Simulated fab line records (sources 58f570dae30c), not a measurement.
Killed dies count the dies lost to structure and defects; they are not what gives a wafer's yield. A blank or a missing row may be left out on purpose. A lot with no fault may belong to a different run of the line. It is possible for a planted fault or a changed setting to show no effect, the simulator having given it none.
A lot that was struck, set against a sound lot	flow berkeley cmos170	27 out of 331 route steps
Sound: wafers L982.1, L982.3, L982.5. Struck: wafers L984.2, L984.3, L984.4. The cause is given at the end.
Per side, at each step with rows, come the tool, then ch with its chambers, and then its first start. Under that, the readings that differ: sound wafers	struck wafers	difference of the means	sigmas: that difference in standard deviations of wafers without a fault.
alike: same words and numbers on both sides, and readings whose means sit less than 2 such deviations apart. not compared: any withheld reading, any reading some wafer has no value for, any bound like >300 that may hide the same value, and any number with overlapping values for which the record gives no deviation.
The two part at a step that has a row with sigmas, a row that says differs or no value, or rows on one side only. Numbers that have no deviation but don't overlap get no sigmas and don't part them. Lack of a reading on every wafer of one side parts them only where that side has two or more wafers.

first, 1 step without rows for these wafers: UCB170_PSD_IMPLANT_08.
UCB170_PSD_STRIP_09: strips in O2.
  sound on plasma asher-02 ch 0,1, day 8 09:13; struck on plasma asher-02 ch 0,1, day 9 00:00
  alike: drypump motor current A, oes product au, strip time to endpoint s
  not compared: rf hours counter h
UCB170_PSD_TW_MEAS_10:
  sound: film metro-03 at day 8 09:19; struck: film metro-04 at day 9 00:07
reading	sound	struck	difference	sigmas
PSD_TW	2292 2296 2293	2344 2346 2363	+57	+2
then, 5 steps without rows for these wafers: UCB170_PSD_CLEAN_11 (cleans in SPM, time 600 s); UCB170_NSD_HMDS_00 (prime time 60 s); UCB170_NSD_COAT_01 (resist thk 900 nm); UCB170_NSD_SOFTBAKE_02 (time 60 s); UCB170_NSD_EXPOSE_03 (exposes mask NSELECT MOD, target cd 1200 nm).
UCB170_NSD_PEB_04:
  sound on litho track-03 ch 0, day 8 10:52; struck on litho track-02 ch 0, day 9 01:33
  alike: plate sensor t centre C, plate sensor t edge C
then, 1 step without rows for these wafers: UCB170_NSD_DEVELOP_05 (develop time 45 s).
UCB170_NSD_CD_MEAS_06 targets a cd of 1200 nm.
  sound: cd sem-01 at day 8 11:08; struck: cd sem-02 at day 9 01:50
  alike: cd nm
UCB170_NSD_OVL_MEAS_07:
  sound: overlay-02 at day 8 11:15; struck: overlay-02 at day 9 01:57
  alike: NSD_OVL
UCB170_NSD_IMPLANT_08:
  sound on implanter-03 ch 0, day 8 11:17; struck on implanter-02 ch 0, day 9 02:01
reading	sound	struck	difference	sigmas
beam energy keV	40.010 40.011 40.011	37.930 37.925 37.936	-2.080	-99 or more
model.implant.rp nm (nm)	49.38 49.38 49.38	46.23 46.23 46.23	-3.15	
model.implant.drp nm (nm)	21.16 21.16 21.16	20.22 20.22 20.22	-0.94	
  alike: faraday current uA, tilt deg
UCB170_NSD_STRIP_09: strips in O2.
  sound on plasma asher-01 ch 0,1, day 8 11:26; struck on plasma asher-04 ch 0,1, day 9 02:08
reading	sound	struck	difference	sigmas
drypump motor current A (A)	6.5 6.4 6.4	5.2 6.0 5.2	-1.0	-2
strip time to endpoint s (s)	35.92 35.98 35.88	35.16 35.14 35.13	-0.78	-10
  alike: oes product au
  not compared: rf hours counter h
UCB170_NSD_TW_MEAS_10:
  sound: film metro-01 at day 8 11:32; struck: film metro-03 at day 9 02:14
reading	sound	struck	difference	sigmas
NSD_TW	4203 4182 4174	4058 4087 4064	-117	-3
then, 4 steps without rows for these wafers: UCB170_NSD_CLEAN_11 (cleans in SPM, time 600 s); UCB170_BACKSIDE_HMDS_00 (prime time 60 s); UCB170_BACKSIDE_COAT_01 (resist thk 900 nm); UCB170_BACKSIDE_SOFTBAKE_02 (time 60 s).
UCB170_BACKSIDE_STRIP_03: strips in O2.
  sound on plasma asher-01 ch 0,1, day 8 12:13; struck on plasma asher-03 ch 0,1, day 9 05:10
reading	sound	struck	difference	sigmas
strip time to endpoint s (s)	21.97 21.98 22.02	21.89 21.87 21.85	-0.12	-2
  alike: drypump motor current A, oes product au
  not compared: rf hours counter h
then, 1 step without rows for these wafers: UCB170_BACKSIDE_CLEAN_04 (cleans in SPM, time 600 s).
UCB170_SDANNEAL_RTA_00: time 10 s.
  sound on rtp anneal-01 ch 0, day 8 12:30; struck on rtp anneal-02 ch 0, day 9 05:27
  alike: lamp power pct, wafer_temp_C_max
UCB170_SDANNEAL_RTA_01: time 5 s.
  sound on rtp anneal-01 ch 0, day 8 12:34; struck on rtp anneal-02 ch 0, day 9 05:31
  alike: lamp power pct, wafer_temp_C_max
UCB170_SDANNEAL_RS_MEAS_02: a four-point-probe measurement.
  sound: film metro-03 at day 8 12:37; struck: film metro-04 at day 9 05:35
reading	sound	struck	difference	sigmas
PSD_RS (ohm/sq)	75.15 74.89 74.94	75.70 75.51 75.54	+0.59	+2
UCB170_SDANNEAL_RS_MEAS_03: a four-point-probe measurement.
  sound: film metro-03 at day 8 12:44; struck: film metro-04 at day 9 06:04
reading	sound	struck	difference	sigmas
NSD_RS (ohm/sq)	37.05 37.19 37.13	37.95 37.83 37.87	+0.76	+8
  not compared: hold
UCB170_SDANNEAL_RS_MEAS_04: a four-point-probe measurement.
  sound: film metro-03 at day 8 12:52; struck: film metro-04 at day 9 08:54
reading	sound	struck	difference	sigmas
hold	- - -	await dispo/2.7h/release await dispo/2.7h/release await dispo/2.7h/release	no value on the sound wafers	
  alike: PLDD_RS
UCB170_M3_PROBE_99:
  the record has rows for the struck wafers here (prober-02, day 10 07:05) and none for the sound ones

WHERE THEY PART
Earliest at UCB170_PSD_TW_MEAS_10; latest, in this record, at UCB170_M3_PROBE_99.

WHY: what had been put in by the simulator
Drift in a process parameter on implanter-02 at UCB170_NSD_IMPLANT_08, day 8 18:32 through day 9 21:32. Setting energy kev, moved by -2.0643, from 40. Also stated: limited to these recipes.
